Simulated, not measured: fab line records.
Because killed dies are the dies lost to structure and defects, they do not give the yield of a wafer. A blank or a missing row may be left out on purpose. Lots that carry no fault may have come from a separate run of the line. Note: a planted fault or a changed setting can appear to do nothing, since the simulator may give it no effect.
fab line records -- flow ritCmos
[record] lots = 14, wafers = 42, lastDay = 7
route steps=202 shown GATE@91 M1@202
lots untouched by any fault: they come from a run of this same line in which no faults occurred
startH: hours from the record's first day to the start of the lot's first wafer shown -- waitH: hours from the lot's prior step to this one -- " repeats the value in the row above -- L1.1+2: one row covering several wafers at once -- - no value, or no start given -- * or withheld: withheld -- < > ~ a bound
route shown NAME@n: NAME is a module with steps in the file, n the number in the route of the first one -- usual: mean/standard deviation taken from wafers without a fault -- same: alike in all rows -- chamber/n: place in a boat -- sites: readings site by site -- _std_site: standard deviation across them -- _edge_site: outer sites' mean less inner sites' -- radiusMm: for every site, how far away it sits from the centre of the wafer -- mask NAME#n: copy n -- behind: the tool/chamber that last shaped the wafer -- hold: what put the lot on hold/how long, in hours/how the hold closed -- device: whichever transistor did not switch (one of n, p or np) -- end of line: tests of these same wafers at the route's end -- a step given without rows: its recipe and nothing more -- killed: at the first sort, the dies lost to defects and structure; wafer yield is something else -- map: a wafer's dies, x killed, . not, _ none there
set.NAME: setting as actually run; set.NAME@STEP: the setting as run at that earlier step -- model.NAME: the simulator's own value behind a step, which no gauge read
the route's steps for a sample of lots (tables are steps, rows are wafers)
[[steps]]
[step RIT_GATE_DEVELOP_15]
[recipe] resist = NOVOLAK, developTimeS = 50, devTempC = 23
[usual] developerTempC = 23.03/0.12
lot.wafer,tool,chamber,startH,waitH,developerTempC
L244.1,lithoTrack-04,0,45,-,22.83
L244.3,lithoTrack-04,0,45,-,22.76
L244.6,lithoTrack-04,0,45,-,22.95
L245.1,lithoTrack-04,0,51,-,22.89
L245.3,lithoTrack-04,0,51,-,22.80
L245.6,lithoTrack-04,0,51,-,22.97
L246.2,lithoTrack-01,0,51,-,23.02
L246.5,lithoTrack-01,0,51,-,23.03
L246.6,lithoTrack-01,0,51,-,23.04
L247.4,lithoTrack-03,0,58,-,22.92
L247.5,lithoTrack-03,0,58,-,22.85
L247.6,lithoTrack-03,0,58,-,22.95
L248.1,lithoTrack-01,0,58,-,23.00
L248.5,lithoTrack-01,0,58,-,23.03
L248.6,lithoTrack-01,0,58,-,23.19
L249.1,lithoTrack-04,0,62,-,23.08
L249.3,lithoTrack-04,0,62,-,23.25
L249.6,lithoTrack-04,0,62,-,23.13
L251.4,lithoTrack-01,0,75,-,22.91
L251.5,lithoTrack-01,0,75,-,22.88
L251.6,lithoTrack-01,0,75,-,22.99
L254.2,lithoTrack-04,0,91,-,20.67
L254.4,lithoTrack-04,0,91,-,20.79
L254.6,lithoTrack-04,0,91,-,20.78
L255.3,lithoTrack-01,0,103,-,22.91
L255.4,lithoTrack-01,0,103,-,22.91
L255.5,lithoTrack-01,0,103,-,23.01
L259.2,lithoTrack-04,0,117,-,20.76
L259.5,lithoTrack-04,0,117,-,20.77
L259.6,lithoTrack-04,0,117,-,20.72
L262.2,lithoTrack-03,0,131,-,23.31
L262.5,lithoTrack-03,0,131,-,23.12
L262.6,lithoTrack-03,0,131,-,23.25
L263.1,lithoTrack-03,0,134,-,23.10
L263.2,lithoTrack-03,0,134,-,22.73
L263.4,lithoTrack-03,0,134,-,22.82
L266.2,lithoTrack-03,0,150,-,23.20
L266.5,lithoTrack-03,0,150,-,23.02
L266.6,lithoTrack-03,0,151,-,23.23
L267.1,lithoTrack-03,0,156,-,22.98
L267.4,lithoTrack-03,0,156,-,23.00
L267.6,lithoTrack-03,0,156,-,23.00
[step RIT_GATE_CD_MEAS_16]
[recipe] targetCdNm = 150
[usual] cdNm = 149.6/2.5
lot.wafer,tool,chamber,startH,waitH,cdNm
L244.1,cdSem-01,-,45.79,-,154.7
L244.3,cdSem-01,-,45.79,-,154.3
L244.6,cdSem-01,-,45.79,-,151.5
L245.1,cdSem-01,-,51.29,-,148.9
L245.3,cdSem-01,-,51.29,-,149.3
L245.6,cdSem-01,-,51.29,-,149.5
L246.2,cdSem-02,-,51.56,-,148.7
L246.5,cdSem-02,-,51.56,-,146.5
L246.6,cdSem-02,-,51.56,-,145.3
L247.4,cdSem-01,-,58.84,-,152.1
L247.5,cdSem-01,-,58.84,-,152.9
L247.6,cdSem-01,-,58.84,-,152.7
L248.1,cdSem-02,-,59.00,-,152.4
L248.5,cdSem-02,-,59.00,-,152.5
L248.6,cdSem-02,-,59.00,-,151.4
L249.1,cdSem-02,-,62.59,-,149.2
L249.3,cdSem-02,-,62.59,-,149.5
L249.6,cdSem-02,-,62.59,-,150.6
L251.4,cdSem-01,-,75.30,-,150.8
L251.5,cdSem-01,-,75.30,-,150.1
L251.6,cdSem-01,-,75.30,-,148.9
L254.2,cdSem-01,-,91.18,-,136.4
L254.4,cdSem-01,-,91.18,-,134.0
L254.6,cdSem-01,-,91.18,-,133.9
L255.3,cdSem-01,-,103.14,-,149.3
L255.4,cdSem-01,-,103.14,-,148.6
L255.5,cdSem-01,-,103.14,-,149.3
L259.2,cdSem-01,-,117.42,-,135.1
L259.5,cdSem-01,-,117.42,-,137.0
L259.6,cdSem-01,-,117.42,-,136.2
L262.2,cdSem-02,-,131.72,-,150.9
L262.5,cdSem-02,-,131.72,-,152.6
L262.6,cdSem-02,-,131.72,-,149.6
L263.1,cdSem-01,-,134.15,-,150.3
L263.2,cdSem-01,-,134.15,-,149.6
L263.4,cdSem-01,-,134.15,-,150.7
L266.2,cdSem-02,-,151.06,-,145.3
L266.5,cdSem-02,-,151.06,-,146.5
L266.6,cdSem-02,-,151.06,-,147.1
L267.1,cdSem-02,-,156.17,-,151.1
L267.4,cdSem-02,-,156.17,-,150.7
L267.6,cdSem-02,-,156.17,-,151.0
[step RIT_M1_PROBE_99]
[usual] killed_at_M0_to_M3 = 0.0/0.083, killedAtContacts = 0.1/0.27, killedAtFrontEnd = 7/3.3, killedDies = 7/3.3, killedOpen = 3.5/2, killedShort = 3.8/2.2
[same] grossDies = 264, killed_at_M4_up = 0, killedAtBackSide = 0, killedAtOther = 0
lot.wafer,tool,chamber,startH,waitH,killed_at_M0_to_M3,killedAtContacts,killedAtFrontEnd,killedDies,killedOpen,killedShort
L254.2,prober-02,-,112.31,0.1,0,0,15,15,7,6
L254.4,prober-02,-,112.41,0.2,1,0,7,8,3,4
L255.3,prober-01,-,123.10,0.2,0,0,13,13,6,7
L255.4,prober-01,-,123.15,0.2,0,0,4,4,3,1
L255.5,prober-01,-,123.20,0.2,0,0,11,11,4,7
L259.2,prober-01,-,138.13,0.1,0,0,11,11,6,5
L259.5,prober-01,-,138.28,0.2,0,0,17,17,8,8
L259.6,prober-01,-,138.33,0.2,0,1,13,14,6,8
L263.1,prober-01,-,154.67,0.1,0,0,6,6,3,3
L263.2,prober-01,-,154.72,0.1,0,0,4,4,4,0
L263.4,prober-01,-,154.82,0.2,0,0,5,5,3,2
L266.2,prober-02,-,173.40,0.1,0,0,3,3,1,2
L266.5,prober-02,-,173.55,0.2,0,0,8,8,2,6
L266.6,prober-02,-,173.60,0.2,0,0,7,7,3,4
L267.1,prober-01,-,178.72,0.1,0,0,5,5,3,2
L267.4,prober-01,-,178.87,0.2,0,0,3,3,2,1
L267.6,prober-01,-,178.97,0.2,0,0,7,7,5,2
// killed by level:class
L254.2 FOX1:geometricParticle:open=5 REOX:geometricParticle:short=3 GATE:areaDevelop=2 FOX1:geometricParticle:short=1 GATE:geometricParticle:short=1 GATE:geometricParticle:open=1 SPACER:geometricParticle:short=1 SILICIDE:geometricParticle:open=1
L254.4 GATE:geometricParticle:open=2 FOX1:geometricParticle:short=1 GATE:geometricParticle:short=1 REOX:geometricParticle:short=1 REOX:geometricParticle:open=1 M1:geometricParticle:short=1 GATE:areaDevelop=1
L255.3 FOX1:geometricParticle:short=3 SILICIDE:geometricParticle:open=3 SPACER:geometricParticle:short=2 FOX1:geometricParticle:open=1 FOX2:geometricParticle:short=1 GATE:geometricParticle:short=1 GATE:geometricParticle:open=1 REOX:geometricParticle:open=1
L255.4 REOX:geometricParticle:open=2 FOX1:geometricParticle:open=1 SPACER:geometricParticle:short=1
L255.5 GATE:geometricParticle:short=3 FOX2:geometricParticle:short=2 GATE:geometricParticle:open=2 FOX1:geometricParticle:open=1 FOX1:geometricParticle:short=1 REOX:geometricParticle:short=1 SILICIDE:geometricParticle:open=1
L259.2 GATE:geometricParticle:short=4 GATE:geometricParticle:open=3 SILICIDE:geometricParticle:open=2 FOX1:geometricParticle:short=1 FOX1:geometricParticle:open=1
L259.5 SPACER:geometricParticle:open=4 GATE:geometricParticle:short=3 FOX1:geometricParticle:short=2 FOX1:geometricParticle:open=1 FOX2:geometricParticle:short=1 GATE:geometricParticle:open=1 REOX:geometricParticle:open=1 SPACER:geometricParticle:short=1
L259.6 GATE:geometricParticle:short=4 FOX1:geometricParticle:short=3 FOX1:geometricParticle:open=2 SPACER:geometricParticle:open=2 GATE:geometricParticle:open=1 REOX:geometricParticle:short=1 CONTACT:geometricParticle:open=1
L263.1 SPACER:geometricParticle:short=2 FOX1:geometricParticle:open=1 GATE:geometricParticle:short=1 SPACER:geometricParticle:open=1 SILICIDE:geometricParticle:open=1
L263.2 GATE:geometricParticle:open=3 FOX2:geometricParticle:open=1
L263.4 GATE:geometricParticle:open=2 FOX1:geometricParticle:open=1 REOX:geometricParticle:short=1 SPACER:geometricParticle:short=1
L266.2 GATE:geometricParticle:short=2 GATE:geometricParticle:open=1
L266.5 GATE:geometricParticle:short=4 GATE:geometricParticle:open=2 FOX1:geometricParticle:short=1 SILICIDE:geometricParticle:short=1
L266.6 FOX2:geometricParticle:short=2 GATE:geometricParticle:open=2 FOX1:geometricParticle:open=1 GATE:geometricParticle:short=1 REOX:geometricParticle:short=1
L267.1 FOX1:geometricParticle:open=1 FOX2:geometricParticle:short=1 FOX2:geometricParticle:open=1 GATE:geometricParticle:short=1 GATE:geometricParticle:open=1
L267.4 FOX1:geometricParticle:open=1 GATE:geometricParticle:short=1 SILICIDE:geometricParticle:open=1
L267.6 FOX2:geometricParticle:open=2 GATE:geometricParticle:open=2 GATE:geometricParticle:short=2 SILICIDE:geometricParticle:open=1
[[key]]
[firstSign] step = RIT_GATE_DEVELOP_15, reading = developerTempC, direction = down, sigmas = 19, usual = *, struck = *
[effect] step = RIT_GATE_CD_MEAS_16, reading = cdNm, direction = down, sigmas = 5.6, usual = 149.6, struck = 135.4
metAt RIT_GATE_DEVELOP_15
struckLots L254,L259
testerLeftOut L254,L259
onsetBetween 62 91
[fault] kind = processParameterDrift, tool = lithoTrack-04, chamber = -, onsetH = 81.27, steps = RIT_GATE_DEVELOP_15, channel = devTempC, offset = *, shape = step, endH = 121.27, actsIn = *, stated = *
// testerLeftOut: of these lots the tester's yield and bins aren't shown, on N5 and GAA mostly nor the transistor test; their killed dies are dies lost to structure and defects alone, not to doping, threshold or leakage, so they don't give the yield
